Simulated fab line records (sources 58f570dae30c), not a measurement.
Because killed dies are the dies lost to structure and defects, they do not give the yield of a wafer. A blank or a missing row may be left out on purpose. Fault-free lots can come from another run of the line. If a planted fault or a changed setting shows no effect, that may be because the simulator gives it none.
Split-lot experiment ; flow berkeley cmos170 ; 23 wafers read from 5 lots, route of 331 steps

THE SPLIT ITSELF
At UCB170_PLDD_COAT_01 (resist thk 900 nm), the setting resist thk nm was moved away from the recipe's 900 nm on 9 of the 23 wafers read, by -3.9% to +3.6%. For the rest of the wafers, this setting stayed at what the recipe calls for.

The reading comes from the split's own step.

THE READING
KrF_of_PLDD_COAT_01.thk nm (the simulator's own value, which no gauge read), in nm, at UCB170_PLDD_COAT_01 (resist thk 900 nm). The file does not state a usual value for it. The 14 wafers here that ran the recipe average 898.4 nm, standard deviation 2.4 nm.

wafer;tool, chamber at the split;resist thk nm as run, nm;against the recipe;KrF_of_PLDD_COAT_01.thk nm, nm;against lot-mates on the recipe
L077.1;litho track-04, 0;900;recipe;903.1;-
L077.4;litho track-04, 0;900;recipe;902.3;-
L077.5;litho track-04, 0;900;recipe;901.6;-
L079.2;litho track-03, 0;932.1;+3.6%;929.3;+31.4
L079.3;litho track-03, 0;932.1;+3.6%;929.1;+31.2
L079.4;litho track-03, 0;900;recipe;896.5;-
L079.5;litho track-03, 0;900;recipe;900.3;-
L079.6;litho track-03, 0;900;recipe;896.9;-
L084.1;litho track-04, 0;900;recipe;896.4;-
L084.2;litho track-04, 0;927.2;+3.0%;921.5;+25.3
L084.3;litho track-04, 0;927.2;+3.0%;924.2;+28.0
L084.5;litho track-04, 0;900;recipe;895.6;-
L084.6;litho track-04, 0;900;recipe;896.6;-
L081.1;litho track-04, 0;864.9;-3.9%;862.6;-34.5
L081.2;litho track-04, 0;864.9;-3.9%;863.7;-33.4
L081.4;litho track-04, 0;900;recipe;896.6;-
L081.5;litho track-04, 0;900;recipe;897.6;-
L081.6;litho track-04, 0;900;recipe;897.2;-
L085.1;litho track-03, 0;915.3;+1.7%;913.5;+14.8
L085.3;litho track-03, 0;915.3;+1.7%;914.4;+15.7
L085.4;litho track-03, 0;900;recipe;900.1;-
L085.5;litho track-03, 0;900;recipe;897.3;-
L085.6;litho track-03, 0;915.3;+1.7%;916.3;+17.6

FIT RESULTS
A straight line over all 23 wafers: KrF_of_PLDD_COAT_01.thk nm changes by +8.78 nm for each +1% of resist thk nm; r = +0.99; the points scatter about the line by 2.3 nm.
The same after taking each lot's own level away (the mean of its wafers on the recipe; 23 wafers): +8.81 nm for each +1%; r = +1.00; scatter 1.1 nm.
The reading moves by 34 nm for the largest change in resist thk nm, on that fit.
The span of the lots' own levels, 896.20 to 902.33 nm, comes to 2.5 times the standard deviation stated above.
Hence the lot-to-lot level has little effect on the slope; both slopes agree.
Check: -34.1 nm against its lot-mates is what the line predicts for one of the wafers moved furthest among these (-3.9%) when that wafer is left out of the fit. It came out at -34.5 nm against them.

THE WHOLE CHAIN: every reading that the file lists as answering this split, in the file's order
step;what it does;reading;change (the file's fit);r (the file's)
UCB170_PLDD_COAT_01;resist thk 900 nm;KrF_of_PLDD_COAT_01.thk nm (the simulator's own value, which no gauge read);+8.81 nm for each +1% of the setting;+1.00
UCB170_PLDD_STRIP_10;strips in O2;strip time to endpoint s;withheld for each +1% of the setting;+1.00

FILE'S OWN FIT
KrF_of_PLDD_COAT_01.thk nm changes by +8.81 nm for each +1% of resist thk nm, r = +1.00.
